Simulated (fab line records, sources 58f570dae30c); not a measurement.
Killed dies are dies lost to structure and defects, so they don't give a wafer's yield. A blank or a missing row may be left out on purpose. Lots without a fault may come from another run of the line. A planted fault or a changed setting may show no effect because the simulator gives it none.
Tool commonality check | flow berkeley_cmos170 | 14 lots, 42 wafers sampled

WHY IT WAS OPENED
At UCB170_SCREENOX_THK_MEAS_02 the reading SCREENOX_OXIDE_THK is flagged on 2 of 14 lots. Wafers without a fault read 14.34 nm, standard deviation 0.26.
Rule: a lot is flagged when every wafer of it that has a number lies more than 4 standard deviations from that mean, or none has a number. The other lots count as sound.

lot  | measured     | on            | SCREENOX_OXIDE_THK (nm), wafer by wafer | flag
L346 | day 6 12:35  | film_metro-04 | 14.54 14.23 14.41                       |
L349 | day 6 22:07  | film_metro-04 | 14.28 14.18 13.99                       |
L353 | day 7 12:09  | film_metro-04 | 14.24 14.31 14.15                       |
L352 | day 7 12:10  | film_metro-01 | 14.45 14.49 14.56                       |
L351 | day 7 12:13  | film_metro-01 | 14.66 14.50 14.67                       |
L355 | day 8 00:15  | film_metro-01 | 20.36 20.26 20.09                       | FLAGGED
L354 | day 8 00:16  | film_metro-02 | 20.04 20.20 20.20                       | FLAGGED
L356 | day 8 09:27  | film_metro-01 | 13.93 14.01 14.23                       |
L360 | day 9 08:22  | film_metro-01 | 14.55 14.44 14.46                       |
L363 | day 9 08:25  | film_metro-01 | 14.42 14.55 14.53                       |
L367 | day 10 09:40 | film_metro-04 | 14.46 14.48 14.37                       |
L368 | day 10 09:41 | film_metro-02 | 14.22 14.47 14.26                       |
L369 | day 10 09:41 | film_metro-01 | 14.19 13.84 14.13                       |
L366 | day 10 09:45 | film_metro-02 | 14.69 14.58 14.86                       |
The numbers of the flagged lots are 20.19 nm on average: +5.85 nm against the usual, or +23 standard deviations.

WHICH TOOL RAN EACH LOT
The record holds 1 process step before the reading, out of a route of 331 steps. In each cell: the tool, then ch and the chambers that the sampled wafers went through, then the start.
lot  | flag    | UCB170_SCREENOX_OXIDATION_01
L346 |         | furnace-01 ch 0, day 6 10:55
L349 |         | furnace-04 ch 0, day 6 20:28
L353 |         | furnace-02 ch 0, day 7 10:28
L352 |         | furnace-02 ch 0, day 7 10:28
L351 |         | furnace-02 ch 0, day 7 10:28
L355 | FLAGGED | furnace-02 ch 0, day 7 22:34
L354 | FLAGGED | furnace-02 ch 0, day 7 22:34
L356 |         | furnace-04 ch 0, day 8 07:47
L360 |         | furnace-01 ch 0, day 9 06:41
L363 |         | furnace-01 ch 0, day 9 06:41
L367 |         | furnace-04 ch 0, day 10 08:00
L368 |         | furnace-04 ch 0, day 10 08:00
L369 |         | furnace-04 ch 0, day 10 08:00
L366 |         | furnace-04 ch 0, day 10 08:00
What these steps do:
- UCB170_SCREENOX_OXIDATION_01: target thk 14.4 nm, ox time 2400 s.
- UCB170_SCREENOX_THK_MEAS_02

FLAGGED OVER TOTAL, TOOL BY TOOL (the gauges that took the reading come last)
step                         | tool          | lots run | flagged | share of the flagged lots | sound lots run after its first flagged lot
UCB170_SCREENOX_OXIDATION_01 | furnace-01    | 3        | 0       | none                      | -
UCB170_SCREENOX_OXIDATION_01 | furnace-02    | 5        | 2       | all                       | 0
UCB170_SCREENOX_OXIDATION_01 | furnace-04    | 6        | 0       | none                      | -
UCB170_SCREENOX_THK_MEAS_02  | film_metro-01 | 7        | 1       | some                      | 4 (L356,L360,L363,L369)
UCB170_SCREENOX_THK_MEAS_02  | film_metro-02 | 3        | 1       | some                      | 2 (L368,L366)
UCB170_SCREENOX_THK_MEAS_02  | film_metro-04 | 4        | 0       | none                      | -

WHAT THE TABLE ALLOWS
1 row of the table ran every flagged lot: furnace-02 at UCB170_SCREENOX_OXIDATION_01.
- furnace-02 at UCB170_SCREENOX_OXIDATION_01: 2 of its 5 lots flagged. Its last sound lot is L351 (day 7 10:28), its first flagged lot L354 (day 7 22:34): a fault that began between those two fits. Its own readings lie more than 4 standard deviations out on every wafer of the flagged lots: spike_tc_centre_C, spike_tc_load_C, spike_tc_source_C, tube_center_temp_C, tube_center_temp_C_max.
One tool is left: furnace-02 at UCB170_SCREENOX_OXIDATION_01.

WHAT THE SIMULATOR HAD PUT IN
Process parameter drift: furnace-02, from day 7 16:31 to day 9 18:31, at UCB170_SCREENOX_OXIDATION_01. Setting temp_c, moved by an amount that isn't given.
Lots struck among those shown: L355, L354. The rule above found the same.
